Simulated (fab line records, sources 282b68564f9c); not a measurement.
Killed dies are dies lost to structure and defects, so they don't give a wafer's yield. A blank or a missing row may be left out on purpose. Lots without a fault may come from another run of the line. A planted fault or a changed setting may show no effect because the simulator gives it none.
One fault seen from 2 desks | flow rit_cmos | each desk has only its own numbers; what lay behind them comes last

THE TOOL OWNER'S DESK: pvd_sputter-03
The tool's own readings at RIT_M1_SPUTTER_00 (material Al, target thk 400 nm, time 500 s): means of the sampled wafers that have a number, for each lot that ran on this tool. A lot is out of limits, marked OUT, if its mean lies more than 4 standard deviations from the usual mean; the brackets give that distance.
Columns: A = throttle_valve_pct at RIT_M1_SPUTTER_00, usual 30.0 %
lot  | first seen here | A
L540 | day 3 16:03     | 28.9
L545 | day 4 15:33     | 31.3
L547 | day 4 22:43     | 30.3
This desk's finding: nothing out of limits on any of the 3 lots.

THE METROLOGY DESK
What the gauges read, lot by lot, whatever tool the lot ran on: means of the sampled wafers that have a number. A lot is out of limits, marked OUT, if its mean lies more than 4 standard deviations from the usual mean; the brackets give that distance.
Columns: A = cd_nm at RIT_CONTACT_CD_MEAS_08, usual 1000.4 nm; B = CONTACT_OVL at RIT_CONTACT_OVL_MEAS_09, usual 0.2 nm; C = cd_nm at RIT_CONTACT_CD_MEAS_90, usual 1000.3 nm; D = M1_AL_RS at RIT_M1_RS_MEAS_01, usual 0.0734 ohm/sq; E = M1_AL_THK at RIT_M1_THK_MEAS_02, usual 397 nm; F = cd_nm at RIT_M1_CD_MEAS_09, usual 2600.4 nm; G = M1_OVL at RIT_M1_OVL_MEAS_10, usual 0.9 nm
lot  | first seen here | A      | B    | C      | D                 | E              | F      | G
L540 | day 3 14:52     | 999.6  | -0.1 | 999.3  | 0.0732            | 401            | 2600.2 | 1.8
L541 | day 3 18:15     | 997.8  | -1.5 | 997.9  | 0.0734            | 396            | 2596.8 | 1.1
L545 | day 4 14:11     | 998.4  | 0.1  | 998.2  | 0.0681 (-6.8) OUT | 425 (+6.0) OUT | 2601.0 | -1.7
L547 | day 4 21:34     | 999.3  | 0.9  | 999.4  | 0.0699 (-4.5) OUT | 419 (+4.7) OUT | 2600.9 | -0.6
L557 | day 7 02:04     | 1001.0 | 1.7  | 1001.2 | 0.0741            | 394            | 2599.8 | 1.9
L558 | day 7 03:34     | 1002.9 | 0.1  | 1002.7 | 0.0746            | 392            | 2599.6 | 0.0
This desk's finding: out of limits on L545, L547; first on L545, day 4 15:52 (M1_AL_RS at RIT_M1_RS_MEAS_01). In limits: L540, L541, L557, L558.

PUT TOGETHER
The metrology desk could have raised an alarm at day 4 15:52, on L545, L547.
The tool owner's desk saw nothing out of limits.
The tool owner's desk has L545, L547 on record, within its limits.
Of the lots named, all ran RIT_M1_SPUTTER_00 on pvd_sputter-03.

WHAT THE SIMULATOR HAD PUT IN
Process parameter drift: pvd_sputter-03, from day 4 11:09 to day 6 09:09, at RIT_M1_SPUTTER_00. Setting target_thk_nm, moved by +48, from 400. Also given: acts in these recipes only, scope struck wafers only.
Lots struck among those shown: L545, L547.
Hours from the fault's start to each desk's first reading out of limits: the metrology desk, 5.
